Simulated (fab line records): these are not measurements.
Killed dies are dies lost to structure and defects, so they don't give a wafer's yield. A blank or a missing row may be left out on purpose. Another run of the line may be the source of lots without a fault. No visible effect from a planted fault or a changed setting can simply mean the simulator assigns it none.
A struck lot beside a sound one -- flow berkeley_cmos170 -- 14 out of 331 route steps
Sound: wafers L476.1, L476.3, L476.6. Wafers L490.2, L490.3, L490.5 were the ones struck. The cause is named last.
Each step with rows lists, per side, the tool, then ch with its chambers, then its first start. Under that, the readings that differ: sound wafers -- struck wafers -- difference of the means -- sigmas: that difference in standard deviations of wafers without a fault.
alike: words and numbers the same on both sides, and readings whose means are apart by under 2 such deviations; not compared: readings that were withheld, readings missing a value for some wafer, numbers with overlapping values and no deviation given by the record, and bounds like >300 which may hide the same value.
Wherever a step has rows on one side only, a row that says differs or no value, or a row with sigmas, the two part there. Non-overlapping numbers with no deviation appear without sigmas and do not part them. A reading that every wafer of one side lacks parts them only if that side has two wafers or more.

UCB170_PLDD_CD_MEAS_06 targets a cd of 1200 nm.
  sound on cd_sem-01 at day 5 19:38; struck on cd_sem-01 at day 9 00:10
  alike: cd_nm
UCB170_PLDD_OVL_MEAS_07:
  sound on overlay-02 at day 5 19:46; struck on overlay-02 at day 9 00:16
  alike: PLDD_OVL
then, 2 steps without rows for these wafers: UCB170_PLDD_IMPLANT_08; UCB170_PLDD_IMPLANT_09.
UCB170_PLDD_STRIP_10: strips in O2.
  sound on plasma_asher-03 ch 0,1, day 5 20:06; struck on plasma_asher-01 ch 0, day 9 00:36
  alike: drypump_motor_current_A, o2_flow_sccm, oes_product_au, strip_time_to_endpoint_s
  not compared: rf_hours_counter_h
UCB170_PLDD_TW_MEAS_11:
  sound on film_metro-02 at day 5 20:12; struck on film_metro-01 at day 9 00:43
  alike: PLDD_TW
then, 6 steps without rows for these wafers: UCB170_PLDD_CLEAN_12 (cleans in SPM, time 600 s); UCB170_NLDD_HMDS_00 (prime time 60 s); UCB170_NLDD_COAT_01 (resist thk 900 nm); UCB170_NLDD_SOFTBAKE_02 (time 60 s); UCB170_NLDD_EXPOSE_03 (exposes mask NSELECT, target cd 1200 nm); UCB170_NLDD_PEB_04.
UCB170_NLDD_DEVELOP_05: develop time 45 s.
  struck on litho_track-01, day 9 02:00; sound on litho_track-01 ch 0, day 5 21:00
  no value came back on the struck wafers for chill_plate_temp_C (C), develop_time_s (s); on the sound wafers chill_plate_temp_C (C) reads 23.02 22.96 22.86
reading,sound,struck,difference,sigmas
model.KrF_of_NLDD_COAT_01.thk_nm (nm),887.8 886.8 886.4,908.4 909.2 909.3,+22.0,
UCB170_NLDD_CD_MEAS_06 targets a cd of 1200 nm.
  sound on cd_sem-02 at day 5 22:05; struck on cd_sem-01 at day 9 02:55
reading,sound,struck,difference,sigmas
cd_nm (nm),1200.1 1198.8 1200.1,- - -,no value on the struck wafers,

== WHERE THEY PART ==
Last at UCB170_NLDD_CD_MEAS_06 as far as this record goes, first at UCB170_NLDD_DEVELOP_05.

WHY: what had been put in by the simulator
Skipped step whole: litho_track-01, from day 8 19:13 on, at UCB170_NLDD_DEVELOP_05. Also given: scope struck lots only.
